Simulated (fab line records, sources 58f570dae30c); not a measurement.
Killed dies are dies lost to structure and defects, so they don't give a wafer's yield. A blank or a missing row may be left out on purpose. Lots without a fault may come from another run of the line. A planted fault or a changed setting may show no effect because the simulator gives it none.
A struck lot beside a sound one | flow berkeley_cmos170 | 44 steps out of a route of 331
Sound: wafers L698.1, L698.2, L698.3. Struck: wafers L704.1, L704.2, L704.5. The cause comes at the end.
At each step with rows: each side's tool, then ch and its chambers, then its first start. Under that, the readings that differ: sound wafers | struck wafers | difference of the means | sigmas: that difference in standard deviations of wafers without a fault.
alike: readings whose means differ by less than 2 such deviations, and words and numbers that are the same on both sides. not compared: withheld readings, readings that some wafer has no value for, bounds like >300 that may hide the same value, and numbers for which the record gives no deviation and whose values overlap.
The two part at a step that has a row with sigmas, a row that says differs or no value, or rows on one side only. Numbers that don't overlap but have no deviation are shown without sigmas and don't part them. A reading that every wafer of one side lacks parts them only if that side has two wafers or more.

UCB170_PLDD_STRIP_10: strips in O2.
  sound on plasma_asher-01 ch 0,1, day 8 14:38; struck on plasma_asher-04 ch 0,1, day 10 07:24
  alike: drypump_motor_current_A, oes_product_au, strip_time_to_endpoint_s
  not compared: rf_hours_counter_h
UCB170_PLDD_TW_MEAS_11:
  sound on film_metro-01, day 8 14:44; struck on film_metro-02, day 10 07:30
  alike: PLDD_TW
then, 7 steps without rows for these wafers: UCB170_PLDD_CLEAN_12 (cleans in SPM, time 600 s); UCB170_NLDD_HMDS_00 (prime time 60 s); UCB170_NLDD_COAT_01 (resist thk 900 nm); UCB170_NLDD_SOFTBAKE_02 (time 60 s); UCB170_NLDD_EXPOSE_03 (exposes mask NSELECT, target cd 1200 nm); UCB170_NLDD_PEB_04; UCB170_NLDD_DEVELOP_05 (develop time 45 s).
UCB170_NLDD_CD_MEAS_06: target cd 1200 nm.
  sound on cd_sem-02, day 8 16:14; struck on cd_sem-01, day 10 09:04
  alike: cd_nm
UCB170_NLDD_OVL_MEAS_07:
  sound on overlay-02, day 8 16:22; struck on overlay-02, day 10 09:11
  alike: NLDD_OVL
then, 1 step without rows for these wafers: UCB170_NLDD_IMPLANT_08.
UCB170_NLDD_IMPLANT_09:
  sound on implanter-03 ch 0, day 8 16:32; struck on implanter-03 ch 0, day 10 09:42
  alike: faraday_current_uA, rotation_deg
UCB170_NLDD_STRIP_10: strips in O2.
  sound on plasma_asher-02 ch 0,1, day 8 16:41; struck on plasma_asher-03 ch 0,1, day 10 10:00
  alike: drypump_motor_current_A, oes_product_au, strip_time_to_endpoint_s
  not compared: rf_hours_counter_h
UCB170_NLDD_TW_MEAS_11:
  sound on film_metro-01, day 8 16:47; struck on film_metro-03, day 10 10:06
  reading | sound          | struck         | difference | sigmas
  NLDD_TW | 2196 2209 2208 | 2403 2422 2413 | +208       | +13
then, 1 step without rows for these wafers: UCB170_NLDD_CLEAN_12 (cleans in SPM, time 600 s).
UCB170_SPACER_CVD_00: deposits SiO2 from TEOS/O2, target thk 376 nm, time 47 s.
  sound on pecvd-03 ch 0,1,2, day 8 17:02; struck on pecvd-03 ch 0,1,2, day 10 10:27
  alike: heater_power_w
UCB170_SPACER_THK_MEAS_01:
  sound on film_metro-02, day 8 17:04; struck on film_metro-04, day 10 10:29
  alike: SPACER_TEOS_THK
then, 8 steps without rows for these wafers: UCB170_SPACER_ANNEAL_02 (time 1800 s); UCB170_SPACER_ETCHBACK_03 (etches SiO2 in CHF3/CF4/Ar, stops on Si, target depth 376 nm, time 100 s); UCB170_PSD_HMDS_00 (prime time 60 s); UCB170_PSD_COAT_01 (resist thk 900 nm); UCB170_PSD_SOFTBAKE_02 (time 60 s); UCB170_PSD_EXPOSE_03 (exposes mask PSELECT MOD, target cd 1200 nm); UCB170_PSD_PEB_04; UCB170_PSD_DEVELOP_05 (develop time 45 s).
UCB170_PSD_CD_MEAS_06: target cd 1200 nm.
  sound on cd_sem-02, day 9 01:02; struck on cd_sem-01, day 10 17:27
  alike: cd_nm
UCB170_PSD_OVL_MEAS_07:
  sound on overlay-02, day 9 01:09; struck on overlay-02, day 10 17:34
  alike: PSD_OVL
then, 1 step without rows for these wafers: UCB170_PSD_IMPLANT_08.
UCB170_PSD_STRIP_09: strips in O2.
  sound on plasma_asher-02 ch 0,1, day 9 01:20; struck on plasma_asher-04 ch 0,1, day 10 17:45
  alike: drypump_motor_current_A, oes_product_au, strip_time_to_endpoint_s
  not compared: rf_hours_counter_h
UCB170_PSD_TW_MEAS_10:
  sound on film_metro-03, day 9 01:26; struck on film_metro-03, day 10 17:51
  alike: PSD_TW
then, 7 steps without rows for these wafers: UCB170_PSD_CLEAN_11 (cleans in SPM, time 600 s); UCB170_NSD_HMDS_00 (prime time 60 s); UCB170_NSD_COAT_01 (resist thk 900 nm); UCB170_NSD_SOFTBAKE_02 (time 57.68 s); UCB170_NSD_EXPOSE_03 (exposes mask NSELECT MOD, target cd 1200 nm); UCB170_NSD_PEB_04; UCB170_NSD_DEVELOP_05 (develop time 45 s).
UCB170_NSD_CD_MEAS_06: target cd 1200 nm.
  sound on cd_sem-01, day 9 05:51; struck on cd_sem-01, day 10 21:15
  alike: cd_nm
UCB170_NSD_OVL_MEAS_07:
  sound on overlay-01, day 9 05:58; struck on overlay-01, day 10 21:22
  alike: NSD_OVL
then, 1 step without rows for these wafers: UCB170_NSD_IMPLANT_08.
UCB170_NSD_STRIP_09: strips in O2.
  sound on plasma_asher-03 ch 0,1, day 9 06:10; struck on plasma_asher-03 ch 0,1, day 10 21:34
  alike: drypump_motor_current_A, oes_product_au, strip_time_to_endpoint_s
  not compared: rf_hours_counter_h
UCB170_SDANNEAL_RS_MEAS_05: measures by four-point-probe.
  sound on film_metro-03, day 9 08:46; struck on film_metro-01, day 10 23:23
  reading          | sound             | struck            | difference | sigmas
  NLDD_RS (ohm/sq) | 617.5 615.9 616.9 | 462.3 463.5 463.8 | -153.6     | -99 or more
UCB170_M3_PROBE_99:
  the record has rows for the struck wafers here (prober-01, day 12 02:47) and none for the sound ones

WHERE THEY PART
First at UCB170_NLDD_TW_MEAS_11; last, within this record, at UCB170_M3_PROBE_99.

WHY: what the simulator had put in
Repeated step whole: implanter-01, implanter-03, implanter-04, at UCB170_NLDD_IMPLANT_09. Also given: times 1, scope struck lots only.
